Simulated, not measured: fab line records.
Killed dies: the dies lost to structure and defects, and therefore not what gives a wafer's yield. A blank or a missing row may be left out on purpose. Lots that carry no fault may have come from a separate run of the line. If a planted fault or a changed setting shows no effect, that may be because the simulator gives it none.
Which of the tools did it?	flow rit-cmos	Sampling: 14 lots, 42 wafers, 2 of 202 route steps

WHAT EACH GAUGE READ, for each wafer
RIT_M1_CD_MEAS_90: the cd target is 2600 nm. Usual: 2601 nm for cd-nm, sd 3.7.
lot	measured	on	cd-nm (nm)	flag
L206	day 3 08:56	cd-sem-01	2607 2603 2608	
L207	day 3 12:25	cd-sem-01	2601 2599 2599	
L208	day 4 01:17	cd-sem-01	2600 2600 2599	
L209	day 4 07:42	cd-sem-01	2602 2601 2601	
L211	day 4 15:54	cd-sem-01	2597 2600 2599	
L212	day 4 19:34	cd-sem-01	2606 2604 2604	
L213	day 5 02:29	cd-sem-01	2595 2595 2594	
L215	day 5 21:14	cd-sem-02	2601 2608 2609	
L216	day 5 21:29	cd-sem-01	2606 2603 2603	
L221	day 6 18:59	cd-sem-01	2603 2605 2598	
L224	day 7 08:23	cd-sem-01	2558 2563 2561 2558 2563 2561	OFF
L227	day 7 22:29	cd-sem-01	2559 2561 2605 2559 2560 2605	OFF
L229	day 8 03:47	cd-sem-02	2604 2605 2605	
L228	day 19 16:17	cd-sem-01	2597 2594 2595	

WHICH TOOL RAN EACH LOT (tool, then ch and the chambers of the sampled wafers, then the start)
lot	RIT_M1_METAL_ETCH_12
L206	rie-metal-01 ch 0,1, day 3 08:26
L207	rie-metal-04 ch 0,1, day 3 11:53
L208	rie-metal-03 ch 0,1, day 4 00:46
L209	rie-metal-01 ch 0,1, day 4 07:11
L211	rie-metal-03 ch 0,1, day 4 15:23
L212	rie-metal-01 ch 0,1, day 4 19:03
L213	rie-metal-04 ch 0,1, day 5 01:58
L215	rie-metal-01 ch 0,1, day 5 20:28
L216	rie-metal-04 ch 0,1, day 5 20:47
L221	rie-metal-01 ch 0,1, day 6 18:25
L224	rie-metal-01 ch 0, day 7 07:51
L227	rie-metal-01 ch 0,1, day 7 21:56
L229	rie-metal-03 ch 0,1, day 8 03:16
L228	rie-metal-04 ch 0, day 19 15:34
- RIT_M1_METAL_ETCH_12: etches Al in Cl2/BCl3, stops on SiO2, time 165 s, target depth 600 nm.

WHAT THE TOOLS THEMSELVES READ (means of the sampled wafers that have a number; where no wafer has one, the mark that the record gives instead)
RIT_M1_METAL_ETCH_12. Usual: drypump-motor-current-A 5.7 A, standard deviation 0.41; oes-product-au 0.778 a.u., standard deviation 0.016; rf-fwd-power-W 248.8 W, standard deviation 0.72; throttle-valve-pct 8.30 %, standard deviation 0.11.
lot	tool	drypump-motor-current-A (A)	oes-product-au (a.u.)	rf-fwd-power-W (W)	throttle-valve-pct (%)	flag
L206	rie-metal-01	5.7	0.782	248.6	8.24	
L207	rie-metal-04	5.9	0.773	248.5	8.16	
L208	rie-metal-03	5.5	0.788	249.6	8.42	
L209	rie-metal-01	5.8	0.791	248.9	8.27	
L211	rie-metal-03	5.5	0.775	248.1	8.42	
L212	rie-metal-01	5.8	0.795	249.6	8.29	
L213	rie-metal-04	5.9	0.767	248.9	8.17	
L215	rie-metal-01	5.7	0.788	249.4	8.25	
L216	rie-metal-04	6.2	0.780	248.6	8.23	
L221	rie-metal-01	5.7	0.779	249.2	8.24	
L224	rie-metal-01	5.9	0.804	423.9	8.31	OFF
L227	rie-metal-01	5.8	0.793	365.5	8.29	OFF
L229	rie-metal-03	5.5	0.774	248.7	8.42	
L228	rie-metal-04	6.3	0.778	248.2	8.28	

THE ANSWER, worked out from the rows above alone
Rule: take the mean of a lot's wafers that have a number; if it is more than 3 standard deviations from the usual mean, the lot is off. A lot without any number at a reading at which 4 lots or more have one is off too. Any other lot the step has rows for is counted as sound. After the gauges, taken in route order, come the tools' own readings; for these a lot's mean is taken, as printed above. At the first step where some lot is off, the reading lying furthest off is the one used; lots without a number count as furthest.
Off at RIT_M1_CD_MEAS_90 (cd-nm): L224, L227.
A tool fits if, at a process step before that reading, it ran every lot that is off, and no sound lot after the first of them. The gauges at RIT_M1_CD_MEAS_90 aren't tried: what is off there is off at RIT_M1_METAL_ETCH_12 too, on other tools, and a gauge's error can't cause that. One candidate fits, namely rie-metal-01 at RIT_M1_METAL_ETCH_12. Its last sound lot is L221 (day 6 18:25), its first lot that is off L224 (day 7 07:51): a fault that began between those two fits.
The tool's own readings at RIT_M1_METAL_ETCH_12 bear it out: on the lots that are off they differ by more than 5 times the standard deviation of the sound lots' means. rf-fwd-power-W reads 394.7 W there against 248.9 W on the sound lots.

WHAT THE SIMULATOR HAD PUT IN
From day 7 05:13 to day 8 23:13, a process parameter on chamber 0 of rie-metal-01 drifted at RIT_M1_METAL_ETCH_12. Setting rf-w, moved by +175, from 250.
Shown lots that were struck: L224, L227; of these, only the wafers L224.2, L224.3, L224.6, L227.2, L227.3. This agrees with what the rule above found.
